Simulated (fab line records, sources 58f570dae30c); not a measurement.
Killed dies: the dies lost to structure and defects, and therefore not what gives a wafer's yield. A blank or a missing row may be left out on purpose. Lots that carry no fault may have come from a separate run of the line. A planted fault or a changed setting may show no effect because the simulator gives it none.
8D (eight disciplines) problem report, filled in by code | flow berkeleyCmos170 | the parts of the form that need people (team, actions taken, sign-off) are left out

## 1. WHAT IS WRONG
tiltDeg at UCB170_PWELL_IMPLANT_15 reads a mean of 4.912 degrees on 6 wafers of 2 lots; wafers without a fault read 6.998 degrees with a standard deviation of 0.02. That is -99 or more standard deviations from the usual mean.
First observed at day 5 19:13: wafer L552.2, on implanter-04. The record holds 42 wafers of 14 lots with a number at this step. Rule for "out", or "out of limits": more than 4 standard deviations from the usual mean. The other wafers with a number count as sound.

## 2. WHAT IT IS AND WHAT IT IS NOT
question                    | is                     | is not
which readings at this step | tiltDeg                | doseIonsCm2
which lots                  | L552, L554             | L541, L542, L543, L544, L545, L547, L548, L550, L551, L560, L562, L563
which wafers of those lots  | all that have a number | -
read on which tools         | implanter-04           | implanter-01, implanter-03
when                        | from day 5 19:13       | up to then (27 sound wafers); but 9 sound wafers of L560, L562, L563 came after

## 3. WHAT RULES OUT EACH SUSPECT
Counting: any tool at a process step up to the reading is kept as a suspect provided that every lot that is out went through it and no sound lot did after the first of them.
- implanter-04 at UCB170_PWELL_IMPLANT_15: kept. It ran every lot that is out, first L552 (day 5 19:13), and no sound lot after that; its last sound lot up to then is L551 (day 5 07:57). On those wafers its own readings are out: tiltDeg.
The count leaves implanter-04 at UCB170_PWELL_IMPLANT_15.

## 4. THE CAUSE (what the simulator had put in)
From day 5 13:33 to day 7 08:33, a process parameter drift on implanter-04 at UCB170_PWELL_IMPLANT_15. From 7, the setting tiltDeg moved by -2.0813. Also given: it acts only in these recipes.
Counting left only this tool.

## 5. SEQUENCE OF EFFECTS, ordered by route
Each row: a reading whose mean over the struck wafers that have a number lies more than 3 standard deviations from the usual. Scope: only readings with a usual standard deviation given in the record; hours: median across lots of the time from each lot's start at the first step in this table that gives one to its start at this step; sigmas: change in usual standard deviations.
hours | step                    | reading | usual         | on struck wafers | change | sigmas
0     | UCB170_PWELL_IMPLANT_15 | tiltDeg | 6.998 degrees | 4.912            | -2.086 | -99 or more
It contains these process steps:
- UCB170_PWELL_IMPLANT_15

## 6. HOW IT WOULD HAVE BEEN CAUGHT EARLIER
In this record no reading fell out of limits until day 5 19:13, 6 hours after the fault had begun at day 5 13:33.
